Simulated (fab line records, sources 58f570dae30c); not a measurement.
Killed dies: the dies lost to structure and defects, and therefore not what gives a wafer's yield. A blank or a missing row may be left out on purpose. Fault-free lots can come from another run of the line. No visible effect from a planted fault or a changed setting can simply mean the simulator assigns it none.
Problem report in the 8D (eight disciplines) form, filled by code | flow berkeleyCmos170 | the parts of the form that need people (team, actions taken, sign-off) are left out

## 1. WHAT WENT WRONG
Mean of runLengthS at UCB170_NWELL_ETCH_13: 171.9 s across 6 wafers in 2 lots; on wafers with no fault it is 182.3 s (standard deviation 0.47). Measured from the usual mean, that is -22 standard deviations.
The step: etches Si3N4 in CH3F/Ar/O2, stops on SiO2, target depth 246.4 nm, time 154 s.
Seen first at day 4 01:25 on rieDiel-01, wafer L594.1. Wafers with a number at this step in the record: 18, from 6 lots. Rule for "out", or "out of limits": more than 4 standard deviations from the usual mean. The other wafers with a number count as sound.

## 2. WHAT IT IS, WHAT IT ISN'T
question                    | is                     | is not
which readings at this step | runLengthS             | O2_flow_sccm, drypumpMotorCurrentA, throttleValvePct
which lots                  | L594, L600             | L588, L605, L608, L610
which wafers of those lots  | all that have a number | -
read on which tools         | rieDiel-01             | rieDiel-02, rieDiel-03
when                        | from day 4 01:25       | up to then (3 sound wafers); but 9 sound wafers of L605, L608, L610 came after

## 3. SUSPECTS, AND WHAT RULES EACH OUT
Counting: a tool stays on the suspect list if, at a process step up to the reading, it processed all lots that are out and no sound lot following the first of them.
- rieDiel-01 at UCB170_NWELL_ETCH_13 (etches Si3N4 in CH3F/Ar/O2, stops on SiO2, target depth 246.4 nm, time 154 s): ruled out as a lasting fault. Sound lots L610 ran on it after its first lot that is out, L594 (day 4 01:25).
Left after counting: nothing in the record.

## 4. THE CAUSE (what the simulator had put in)
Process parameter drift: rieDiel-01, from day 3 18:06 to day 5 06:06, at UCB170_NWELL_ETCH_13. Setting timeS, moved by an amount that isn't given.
Counting ruled it out, wrongly.

## 5. SEQUENCE OF EFFECTS, ordered by route
Each row: a reading where the mean over the struck wafers with a number is more than 3 standard deviations away from the usual. Only readings for which the record gives a usual standard deviation are gone through. hours: the time from each lot's start at the first step in this table that gives one to its start at this step, as a median over the lots. sigmas: the change in usual standard deviations.
hours | step                 | reading      | usual      | on struck wafers | change | sigmas
0     | UCB170_NWELL_ETCH_13 | oesProductAu | 0.940 a.u. | 1.006            | +0.066 | +4.4
0     | UCB170_NWELL_ETCH_13 | runLengthS   | 182.3 s    | 171.9            | -10.4  | -22
The process steps in it:
- UCB170_NWELL_ETCH_13: etches Si3N4 in CH3F/Ar/O2, stops on SiO2, target depth 246.4 nm, time 154 s.

## 6. HOW IT WOULD HAVE BEEN CAUGHT EARLIER
In this record no reading fell out of limits until day 4 01:25, 7 hours after the fault had begun at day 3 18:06.
